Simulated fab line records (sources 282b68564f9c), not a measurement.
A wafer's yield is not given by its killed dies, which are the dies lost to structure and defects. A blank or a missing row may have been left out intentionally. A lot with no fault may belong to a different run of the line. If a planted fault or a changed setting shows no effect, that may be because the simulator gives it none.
Which tool is to blame? | flow rit cmos | 7 lots, 21 wafers sampled, at 3 steps of a route of 202

WHAT THE GAUGES SHOWED, per wafer
RIT_PLDD_TW_MEAS_10.
lot  | measured    | on            | PLDD_TW
L392 | day 3 05:39 | film metro-04 | 2379 2356 2375
L394 | day 3 16:58 | film metro-01 | 2425 2409 2411
L396 | day 4 02:17 | film metro-02 | 2313 2312 2308
L399 | day 4 17:48 | film metro-04 | 2361 2358 2375
L407 | day 6 11:02 | film metro-02 | 2587 2591 2591
L411 | day 7 03:41 | film metro-02 | 2313 2317 2306
L413 | day 7 15:43 | film metro-04 | 2342 2350 2351

WHICH TOOL RAN EACH LOT (tool, then ch and the chambers of the sampled wafers, then the start)
lot  | RIT_GATE_STRIP_20                   | RIT_PLDD_IMPLANT_08
L392 | plasma asher-02 ch 0, day 2 22:08   | implanter-03 ch 0, day 3 05:20
L394 | plasma asher-02 ch 0,1, day 3 09:52 | implanter-01 ch 0, day 3 16:38
L396 | plasma asher-01 ch 0,1, day 3 19:48 | implanter-04 ch 0, day 4 01:58
L399 | plasma asher-01 ch 0,1, day 4 11:28 | implanter-01 ch 0, day 4 17:29
L407 | plasma asher-02 ch 0,1, day 6 04:43 | implanter-04 ch 0, day 6 10:43
L411 | plasma asher-02 ch 0,1, day 6 21:28 | implanter-03 ch 0, day 7 03:22
L413 | plasma asher-02 ch 0,1, day 7 09:05 | implanter-03 ch 0, day 7 15:25
- RIT_GATE_STRIP_20: strips in O2, time 180 s.
- RIT_PLDD_IMPLANT_08

THE ANSWER, worked out from the rows above alone
Rule: usual is defined by the lots themselves. Put in order of their means at a reading, lots are off if they are a third of the lots or fewer, leave a main group of 4 or more, and stand apart from it by a gap of 3 or more times the standard deviation of the main group's means; of several such gaps the widest counts. The tables above print the reading to a certain number of digits; a main group whose means all agree to those digits is not used. Also off: a lot with no number at a reading for which 4 or more lots have one. Where the step has rows for the other lots, those lots are counted as sound.
Off: at RIT_PLDD_TW_MEAS_10 (PLDD_TW), L407. Mean 2353 and standard deviation 36 in the main group.
A tool fits if, at a process step before that reading, it ran every lot that is off, and no sound lot after the first of them. Gauges at RIT_PLDD_TW_MEAS_10: tried the same way as those tools. One candidate fits, namely implanter-04 at RIT_PLDD_IMPLANT_08. A fault onset in the window from L396 (day 4 01:58, its last sound lot) to L407 (day 6 10:43, its first lot off) fits.

WHAT THE SIMULATOR PUT IN
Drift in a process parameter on implanter-04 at RIT_PLDD_IMPLANT_08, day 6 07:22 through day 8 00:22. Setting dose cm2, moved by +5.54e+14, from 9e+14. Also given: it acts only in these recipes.
Lots struck among those shown: L407. The rule above found the same.
